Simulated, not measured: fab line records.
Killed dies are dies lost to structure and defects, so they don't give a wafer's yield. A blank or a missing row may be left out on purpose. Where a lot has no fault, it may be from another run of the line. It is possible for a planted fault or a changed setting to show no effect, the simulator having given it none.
Split-lot trial -- flow berkeley-cmos170 -- 23 wafers read across 5 lots, on a route 331 steps long

== THE SPLIT ITSELF ==
At UCB170_GATE_COAT_07 (resist thk 900 nm), the setting resist-thk-nm was moved away from the recipe's 900 nm on 12 of the 23 wafers read, by -4.7% to +5.7%. This setting was run at the recipe's value on the other wafers.

There is no step in the file separating the split from the reading.

== THE READING ==
KrF_of_GATE_COAT_07.thk-nm (the simulator's own value, which no gauge read), in nm, at UCB170_GATE_ETCH_15 (etches poly-Si in HBr/Cl2, stops on SiO2, time 56.3 s, target depth 278.2 nm). No usual value for it is given in the file. Here, 11 wafers ran the recipe; their average is 779.4 nm with a standard deviation of 3.6 nm.

wafer,"tool, chamber at the split","resist-thk-nm as run, nm",against the recipe,"KrF_of_GATE_COAT_07.thk-nm, nm",against lot-mates on the recipe
L074.1,"litho-track-04, 0",875.2,-2.8%,749.4,-24.1
L074.2,"litho-track-04, 0",875.2,-2.8%,747.5,-26.0
L074.3,"litho-track-04, 0",875.2,-2.8%,752.4,-21.1
L074.5,"litho-track-04, 0",900,recipe,772,-
L074.6,"litho-track-04, 0",900,recipe,775.1,-
L078.1,"litho-track-04, 0",857.5,-4.7%,738.9,-43.8
L078.2,"litho-track-04, 0",900,recipe,780.3,-
L078.4,"litho-track-04, 0",900,recipe,785.1,-
L078.5,"litho-track-04, 0",857.5,-4.7%,736.5,-46.2
L078.6,"litho-track-04, 0",857.5,-4.7%,738.5,-44.2
L077.1,"litho-track-02, 0",939.5,+4.4%,822.9,+42.6
L077.2,"litho-track-02, 0",900,recipe,779.6,-
L077.3,"litho-track-02, 0",939.5,+4.4%,819.8,+39.5
L077.4,"litho-track-02, 0",939.5,+4.4%,819.3,+39.0
L077.5,"litho-track-02, 0",900,recipe,781,-
L080.2,"litho-track-03, 0",951.3,+5.7%,835,+52.1
L080.3,"litho-track-03, 0",900,recipe,783.5,-
L080.4,"litho-track-03, 0",951.3,+5.7%,834.1,+51.2
L080.5,"litho-track-03, 0",900,recipe,782.3,-
L080.6,"litho-track-03, 0",951.3,+5.7%,833.1,+50.2
L084.2,"litho-track-02, 0",900,recipe,778.3,-
L084.4,"litho-track-02, 0",900,recipe,777.1,-
L084.5,"litho-track-02, 0",900,recipe,779.6,-

THE FIT
A straight line over all 23 wafers: KrF_of_GATE_COAT_07.thk-nm changes by +9.43 nm for each +1% of resist-thk-nm; r = +0.99; the points scatter about the line by 3.4 nm.
The same after taking each lot's own level away (the mean of its wafers on the recipe; 23 wafers): +9.14 nm for each +1%; r = +1.00; scatter 1.7 nm.
That fit puts the effect of the largest move of resist-thk-nm on the reading at 52 nm.
Across the lots, their own levels run from 773.55 to 782.90 nm, a range of 2.6 times the standard deviation given above.
Consequently the slope shifts little with the lot-to-lot level, the two slopes agreeing.
Check: +51.9 nm against its lot-mates is what the line predicts for one of the wafers moved furthest among these (+5.7%) when that wafer is left out of the fit. It came out at +52.1 nm against them.

== THE OTHER SPLITS THESE WAFERS WENT THROUGH ==
These wafers also went through other splits before the reading. Each is held against what the fit with the lots' levels taken away leaves over:
other split on the same wafers,wafers away from the commonest value,r with KrF_of_GATE_COAT_07.thk-nm (lot level and that fit taken away)
UCB170_NWELL_OXIDATION_01 ox-time-s,18,-0.31
UCB170_PWELL_OXIDATION_02 ox-time-s,10,-0.34
UCB170_WELLDRIVE_OXIDATION_01 temp-c,10,-0.15
UCB170_ACTIVE_CVD_05 time-s,15,+0.28
UCB170_ACTIVE_ETCH_15 time-s,7,+0.15
UCB170_FIELD_OXIDATION_01 ox-time-s,18,+0.09
UCB170_SACOX_OXIDATION_01 temp-c,15,+0.24
UCB170_PVT_STRIP_08 overash-fraction,6,+0.53

== THE WHOLE CHAIN: every reading that the file lists as answering this split, in the file's order ==
step,what it does,reading,change (the file's fit),r (the file's)
UCB170_GATE_COAT_07,resist thk 900 nm,"KrF_of_GATE_COAT_07.thk-nm (the simulator's own value, which no gauge read)",+8.93 nm for each +1% of the setting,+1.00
UCB170_GATE_ETCH_15,"etches poly-Si in HBr/Cl2, stops on SiO2, time 56.3 s, target depth 278.2 nm","KrF_of_GATE_COAT_07.thk-nm (the simulator's own value, which no gauge read)",+9.13 nm for each +1% of the setting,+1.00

== FILE'S OWN FIT ==
KrF_of_GATE_COAT_07.thk-nm changes by +9.13 nm for each +1% of resist-thk-nm, r = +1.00.
